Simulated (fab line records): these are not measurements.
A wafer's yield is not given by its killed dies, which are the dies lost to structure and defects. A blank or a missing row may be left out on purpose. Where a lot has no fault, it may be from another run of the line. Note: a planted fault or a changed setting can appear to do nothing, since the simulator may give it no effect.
Problem report, 8D (eight disciplines) form, completed by code | flow rit-cmos | the parts of the form that need people (team, actions taken, sign-off) are left out

1. WHAT IS WRONG
beam-energy-keV at RIT_NWELL_IMPLANT_08 reads a mean of 175.34 on 6 wafers of 2 lots; wafers without a fault read 170.00 with a standard deviation of 0.058. Relative to the usual mean, that is a shift of +92 standard deviations.
First seen on wafer L889.4, day 4 20:27, on implanter-02. The record holds 18 wafers of 6 lots with a number at this step. The rule behind "out" and "out of limits": a value lying over 4 standard deviations away from the usual mean. Any other wafer with a number is counted as sound.

2. WHAT IT IS, AND WHAT IT ISN'T
question                    | is                     | is not
which readings at this step | beam-energy-keV        | faraday-current-uA, tilt-deg
which lots                  | L889, L891             | L877, L885, L892, L893
which wafers of those lots  | all that have a number | -
read on which tools         | implanter-02           | implanter-01
when                        | from day 4 20:27       | up to then (6 sound wafers); but 6 sound wafers of L892, L893 came after

3. WHAT RULES OUT EACH SUSPECT
Counting: a tool stays on the suspect list if, at a process step up to the reading, it processed all lots that are out and no sound lot following the first of them.
- implanter-02 at RIT_NWELL_IMPLANT_08: kept. It ran every lot that is out, first L889 (day 4 20:27), and no sound lot after that; its last sound lot up to then is L885 (day 4 01:15). Out on those wafers are its own readings of beam-energy-keV.
After counting, what remains is implanter-02 at RIT_NWELL_IMPLANT_08.

4. THE CAUSE (what the simulator had put in)
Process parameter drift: implanter-02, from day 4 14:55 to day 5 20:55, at RIT_NWELL_IMPLANT_08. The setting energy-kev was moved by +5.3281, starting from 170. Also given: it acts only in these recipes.
The count eliminated every tool but this one.

5. SEQUENCE OF EFFECTS, ordered by route
Rows list readings where the struck wafers' mean (over those with a number) sits beyond 3 standard deviations from the usual. Scope: only readings with a usual standard deviation given in the record; hours: median across lots of the time from each lot's start at the first step in this table that gives one to its start at this step; sigmas: change in usual standard deviations.
hours | step                 | reading         | usual  | on struck wafers | change | sigmas
0     | RIT_NWELL_IMPLANT_08 | beam-energy-keV | 170.00 | 175.34           | +5.34  | +92
It contains these process steps:
- RIT_NWELL_IMPLANT_08

6. WHAT WOULD HAVE CAUGHT IT SOONER
In this record no reading fell out of limits until day 4 20:27, 6 hours after the fault had begun at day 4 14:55.
